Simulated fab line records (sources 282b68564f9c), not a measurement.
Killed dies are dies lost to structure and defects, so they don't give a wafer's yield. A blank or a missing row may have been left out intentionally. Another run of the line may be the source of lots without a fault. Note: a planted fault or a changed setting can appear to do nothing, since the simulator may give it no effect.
fab line records    flow ritCmos
record lots=14  wafers=42  lastDay=7
route steps=202 shown NRETRO@61
lots that met no fault: from a run of the same line without faults
startH: hours from the record's first day to the start of the lot's first wafer shown    waitH: hours elapsed since this lot's preceding step    " identical to the entry in the row above    L1.1+2: a row that stands for several wafers    - no value, or no start given    * or withheld: withheld    < > ~ a bound
route shown NAME@n: NAME is a module with steps in the file, n the number in the route of the first one    usual: the fault-free wafers' mean and standard deviation    same: alike in all rows    chamber/n: place in a boat    sites: the reading at each site    _std_site: the values' standard deviation    _edge_site: inner sites' mean taken away from outer sites' mean    radiusMm: how far each site lies from the wafer's centre    mask NAME#n: copy n    behind: the most recent tool/chamber to have shaped the wafer    hold: why the lot went on hold/how many hours it stayed there/how the hold came to an end    device: transistor that didn't switch, given as n, p or np    end of line: tests run on the same wafers once the route is complete    step lacking rows: just its recipe    killed: dies lost to structure and defects at the first sort, not the wafer's yield    map: a wafer's dies, marking killed ones x, the rest . and places with no die _
set.NAME: the setting the step ran with; set.NAME@STEP: the setting that earlier step ran with    model.NAME: the simulator's own value behind a step, which no gauge read
one table for each step of the route and one row for each wafer, over a sample of lots
services: the hour from which a tool's chamber was out of use, counted from the record's first day as startH (under 0 if before that day), plus the number of hours and why
## steps
# step RIT_NRETRO_IMPLANT_08
# recipe species=P  energyKev=70  doseCm2=1e+13  tiltDeg=7
# usual beamEnergyKeV=70.001/0.021  doseIonsCm2=9.998e+12/1e+10
lot.wafer  tool          chamber  startH  waitH  beamEnergyKeV  doseIonsCm2
L669.3     implanter-04  0        30.03   0.2    69.966         9.999e+12
L669.4     "             0        "       "      69.985         1.0005e+13
L669.5     "             0        "       "      69.944         1.0003e+13
L670.1     implanter-03  0        34.09   0.2    70.001         9.986e+12
L670.5     "             0        "       "      69.983         1.0001e+13
L670.6     "             0        "       "      69.966         9.979e+12
L671.1     implanter-02  0        41.22   0.2    70.031         9.985e+12
L671.4     "             0        "       "      70.037         9.981e+12
L671.5     "             0        "       "      69.975         9.988e+12
L676.2     implanter-03  0        65.31   0.2    64.083         1.0001e+13
L676.5     "             0        "       "      64.094         1.0006e+13
L676.6     "             0        "       "      64.119         1.0006e+13
L678.1     implanter-04  0        75.43   0.2    70.028         9.994e+12
L678.5     "             0        "       "      69.994         9.977e+12
L678.6     "             0        "       "      70.054         9.994e+12
L679.1     implanter-03  0        79.28   0.2    64.115         9.999e+12
L679.2     "             0        "       "      64.092         1.0004e+13
L679.4     "             0        "       "      64.103         1.0009e+13
L682.2     implanter-02  0        97.57   0.2    70.001         1.0021e+13
L682.3     "             0        "       "      69.979         1.0002e+13
L682.4     "             0        "       "      70.004         1.0018e+13
L683.4     implanter-02  0        102.10  0.2    70.005         9.996e+12
L683.5     "             0        "       "      69.997         1.0003e+13
L683.6     "             0        "       "      70.015         9.997e+12
L685.1     implanter-04  0        110.81  0.2    70.028         1.0003e+13
L685.3     "             0        "       "      70.008         9.997e+12
L685.4     "             0        "       "      70.015         1.0004e+13
L686.2     implanter-02  0        114.25  0.2    70.006         1.0012e+13
L686.3     "             0        "       "      69.998         1.0003e+13
L686.5     "             0        "       "      70.010         1.0013e+13
L687.2     implanter-02  0        119.98  0.2    70.001         9.995e+12
L687.3     "             0        "       "      70.003         9.985e+12
L687.6     "             0        "       "      70.005         9.994e+12
L690.1     implanter-02  0        136.76  0.2    69.964         1.0001e+13
L690.5     "             0        "       "      70.000         9.999e+12
L690.6     "             0        "       "      70.000         9.985e+12
L691.1     implanter-04  0        139.16  0.2    70.039         1.0006e+13
L691.2     "             0        "       "      69.993         1.0003e+13
L691.6     "             0        "       "      70.016         9.991e+12
L692.4     implanter-03  0        145.64  0.2    70.010         1.0022e+13
L692.5     "             0        "       "      69.968         1.0009e+13
L692.6     "             0        "       "      69.985         1.0008e+13
# step RIT_NRETRO_TW_MEAS_10
# usual NRETRO_TW=1045/6.2
lot.wafer  tool          chamber  startH  waitH  NRETRO_TW
L669.3     filmMetro-01  -        30.33   0.1    1046
L669.4     "             -        "       "      1045
L669.5     "             -        "       "      1045
L670.1     filmMetro-04  -        34.41   0.1    1045
L670.5     "             -        "       "      1044
L670.6     "             -        "       "      1046
L671.1     filmMetro-04  -        41.54   0.1    1042
L671.4     "             -        "       "      1046
L671.5     "             -        "       "      1043
L676.2     filmMetro-01  -        65.62   0.1    1027
L676.5     "             -        "       "      1023
L676.6     "             -        "       "      1029
L678.1     filmMetro-02  -        75.76   0.1    1049
L678.5     "             -        "       "      1048
L678.6     "             -        "       "      1047
L679.1     filmMetro-01  -        79.61   0.1    1030
L679.2     "             -        "       "      1028
L679.4     "             -        "       "      1028
L682.2     filmMetro-01  -        97.88   0.1    1039
L682.3     "             -        "       "      1047
L682.4     "             -        "       "      1050
L683.4     filmMetro-04  -        102.38  0.1    1042
L683.5     "             -        "       "      1045
L683.6     "             -        "       "      1050
L685.1     filmMetro-01  -        111.13  0.1    1043
L685.3     "             -        "       "      1043
L685.4     "             -        "       "      1039
L686.2     filmMetro-04  -        114.56  0.1    1048
L686.3     "             -        "       "      1047
L686.5     "             -        "       "      1044
L687.2     filmMetro-04  -        120.29  0.1    1039
L687.3     "             -        "       "      1036
L687.6     "             -        "       "      1035
L690.1     filmMetro-04  -        137.08  0.1    1039
L690.5     "             -        "       "      1043
L690.6     "             -        "       "      1040
L691.1     filmMetro-02  -        139.48  0.1    1051
L691.2     "             -        "       "      1054
L691.6     "             -        "       "      1052
L692.4     filmMetro-01  -        145.92  0.1    1040
L692.5     "             -        "       "      1050
L692.6     "             -        "       "      1050
## services
tool          chamber  startH  hours  kind
implanter-04  -        63.58   4.0    pm
implanter-04  -        81.70   2.1    repair
implanter-02  -        102.93  2.7    repair
implanter-03  -        117.41  2.3    repair
implanter-03  -        133.55  5.8    pm
implanter-02  -        138.28  5.8    repair
## key
firstSign step=RIT_NRETRO_IMPLANT_08  reading=beamEnergyKeV  direction=down  sigmas=99+  usual=70.001  struck=64.101
effect step=RIT_NRETRO_TW_MEAS_10  reading=NRETRO_TW  direction=down  sigmas=2.8  usual=1045  struck=1027
metAt RIT_NRETRO_IMPLANT_08
struckLots L676,L679
testerLeftOut L676,L679
onsetBetween 34.09 65.31
fault kind=processParameterDrift  tool=implanter-03  chamber=-  onsetH=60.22  steps=RIT_NRETRO_IMPLANT_08  channel=energyKev  offset=-5.9049  shape=step  endH=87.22  actsIn=theseRecipesOnly  stated=70
# testerLeftOut: of these lots the tester's yield and bins aren't shown, on N5 and GAA mostly nor the transistor test; their killed dies are dies lost to structure and defects alone, not to doping, threshold or leakage, so they don't give the yield
